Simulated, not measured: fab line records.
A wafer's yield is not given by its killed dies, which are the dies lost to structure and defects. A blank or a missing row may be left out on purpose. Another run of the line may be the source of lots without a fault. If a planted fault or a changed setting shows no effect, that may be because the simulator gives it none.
Problem report, 8D (eight disciplines) form, completed by code | flow rit_cmos | the parts of the form that need people (team, actions taken, sign-off) are left out

## 1. THE PROBLEM
SILICIDE_TI_RS at RIT_SILICIDE_RS_MEAS_02 reads a mean of 37.5 ohm/sq on 2 wafers of 2 lots; wafers without a fault read 47.9 ohm/sq with a standard deviation of 0.77. That is -13 standard deviations from the usual mean.
The step: measures by four-point-probe.
Seen first at day 5 13:47 on film_metro-01, wafer L788.4. At this step, 39 wafers from 13 lots have a number in the record. Rule for "out", or "out of limits": more than 4 standard deviations from the usual mean. The rest of the wafers with a number are treated as sound.

## 2. WHAT IT IS AND WHAT IT IS NOT
question                    | is               | is not
which readings at this step | SILICIDE_TI_RS   | -
which lots                  | L788, L790       | L778, L779, L780, L781, L785, L791, L793, L795, L797, L799, L801
which wafers of those lots  | L788.4, L790.5   | L788.3, L788.6, L790.3, L790.4
read on which gauges        | film_metro-01    | film_metro-02, film_metro-03
when                        | from day 5 13:47 | up to then (17 sound wafers); but 20 sound wafers of L790, L791, L793, L795, L797, L799, L801 came after

## 3. THE SUSPECTS, EACH WITH WHAT RULES IT OUT
Counting: if a tool at a process step up to the reading ran every lot that is out, it stays a suspect. Sound lots after the first of them don't rule it out here, since some wafers of a struck lot are sound.
- the gauge at RIT_SILICIDE_RS_MEAS_02: kept. All the wafers that are out were read on film_metro-01, and no step on other tools shows them out.
- rtp_anneal-01 at RIT_SDANNEAL_RTA_03 (time 5 s): kept. Every lot that is out went through it, the first being L788 (day 5 13:04); the last sound lot it ran before that was L780 (day 4 00:49).
- pvd_sputter-03 at RIT_SILICIDE_SPUTTER_01 (material Ti, target thk 30 nm, time 240 s): kept. Every lot that is out went through it, the first being L788 (day 5 13:36); the last sound lot it ran before that was L780 (day 4 01:22).
After the count, these remain: rtp_anneal-01 at RIT_SDANNEAL_RTA_03, pvd_sputter-03 at RIT_SILICIDE_SPUTTER_01 and film_metro-01 at RIT_SILICIDE_RS_MEAS_02.

## 4. THE CAUSE (what the simulator had put in)
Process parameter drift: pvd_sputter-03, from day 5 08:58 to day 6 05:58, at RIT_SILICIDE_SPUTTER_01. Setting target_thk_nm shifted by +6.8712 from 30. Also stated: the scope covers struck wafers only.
Counting leaves 3 suspects; this tool is one of them.

## 5. THE CHAIN OF EFFECTS, in route order
Each row: a reading where the mean over the struck wafers with a number is more than 3 standard deviations away from the usual. Scope: only readings with a usual standard deviation given in the record; hours: median across lots of the time from each lot's start at the first step in this table that gives one to its start at this step; sigmas: change in usual standard deviations.
hours | step                     | reading         | usual       | on struck wafers | change | sigmas
0     | RIT_SILICIDE_RS_MEAS_02  | SILICIDE_TI_RS  | 47.9 ohm/sq | 37.5             | -10.4  | -13
0     | RIT_SILICIDE_THK_MEAS_03 | SILICIDE_TI_THK | 29.9 nm     | 36.3             | +6.4   | +17
Later steps that measure or inspect, where all struck wafers having a row at the step show a number for every such reading and not one has moved that far: RIT_CONTACT_OVL_MEAS_09.

## 6. WHAT WOULD HAVE CAUGHT IT SOONER
5 hours passed between the start of the fault at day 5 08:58 and the first reading out of limits at a measuring or inspecting step in this record, taken at day 5 13:47.
An alarm limit of 4 standard deviations would not have fired on the tool readings at RIT_SILICIDE_SPUTTER_01 for which the record gives a usual standard deviation, since none of them was out on any struck wafer.
Of the lots that are out (2), L790 began RIT_SILICIDE_SPUTTER_01 on pvd_sputter-03 after day 5 13:47. Had the tool been put on hold then, it would have been spared.
